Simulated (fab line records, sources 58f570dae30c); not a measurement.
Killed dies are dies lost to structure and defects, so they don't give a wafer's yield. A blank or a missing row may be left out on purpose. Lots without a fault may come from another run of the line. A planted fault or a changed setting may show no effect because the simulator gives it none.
A struck lot beside a sound one | flow berkeley_cmos170 | 15 steps out of a route of 331
Sound: wafers L645.1, L645.3, L645.5. Struck: wafers L649.1, L649.3, L649.6. The cause comes at the end.
At each step with rows: each side's tool, then ch and its chambers, then its first start. Under that, the readings that differ: sound wafers | struck wafers | difference of the means | sigmas: that difference in standard deviations of wafers without a fault.
alike: readings whose means differ by less than 2 such deviations, and words and numbers that are the same on both sides. not compared: withheld readings, readings that some wafer has no value for, bounds like >300 that may hide the same value, and numbers for which the record gives no deviation and whose values overlap.
The two part at a step that has a row with sigmas, a row that says differs or no value, or rows on one side only. Numbers that don't overlap but have no deviation are shown without sigmas and don't part them. A reading that every wafer of one side lacks parts them only if that side has two wafers or more.

first, 2 steps without rows for these wafers: UCB170_ZERO_PEB_04; UCB170_ZERO_DEVELOP_05 (develop time 45 s).
UCB170_ZERO_ETCH_06: etches SiO2 in CHF3/CF4/Ar, time 12 s.
  sound on rie_diel-03 ch 1,2, day 1 22:11; struck on rie_diel-04 ch 0,1,2, day 3 00:50
  alike: drypump_motor_current_A, oes_product_au, throttle_valve_pct
  not compared: rf_hours_counter_h
UCB170_ZERO_STRIP_07: strips in O2.
  sound on plasma_asher-03 ch 0,1, day 1 22:13; struck on plasma_asher-03 ch 0,1, day 3 00:52
  alike: drypump_motor_current_A, oes_product_au, strip_time_to_endpoint_s
  not compared: rf_hours_counter_h
then, 2 steps without rows for these wafers: UCB170_NWELL_WET_ETCH_00 (etches SiO2 in dHF, time 200 s); UCB170_NWELL_OXIDATION_01 (target thk 26.4 nm, ox time 1260 s).
UCB170_NWELL_THK_MEAS_02:
  sound on film_metro-02, day 2 03:31; struck on film_metro-01, day 3 06:16
  alike: NWELL_OXIDE_THK
then, 2 steps without rows for these wafers: UCB170_NWELL_ANNEAL_03 (time 900 s); UCB170_NWELL_CVD_04 (deposits Si3N4 from SiH2Cl2/NH3, target thk 224 nm, time 3360 s).
UCB170_NWELL_THK_MEAS_05:
  sound on film_metro-02, day 2 13:51; struck on film_metro-02, day 3 13:40
  alike: NWELL_NITRIDE_THK
then, 2 steps without rows for these wafers: UCB170_NWELL_HMDS_06 (prime time 60 s); UCB170_NWELL_COAT_07 (resist thk 900 nm).
UCB170_NWELL_SOFTBAKE_08: time 60 s.
  sound on litho_track-01 ch 0, day 2 14:25; struck on litho_track-03 ch 0, day 3 14:02
  reading          | sound             | struck               | difference | sigmas
  run_length_s (s) | 89.03 89.47 89.06 | 106.95 106.90 107.32 | +17.87     | +99 or more
  alike: plate_temp_C
then, 1 step without rows for these wafers: UCB170_NWELL_EXPOSE_09 (exposes mask NWELL, target cd 3000 nm).
UCB170_M3_PROBE_99:
  the record has rows for the sound wafers here (prober-01, day 8 11:51) and none for the struck ones

WHERE THEY PART
First at UCB170_NWELL_SOFTBAKE_08; last, within this record, at UCB170_M3_PROBE_99.

WHY: what the simulator had put in
Process parameter drift: litho_track-03, from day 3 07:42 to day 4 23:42, at UCB170_NWELL_SOFTBAKE_08. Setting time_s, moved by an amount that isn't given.
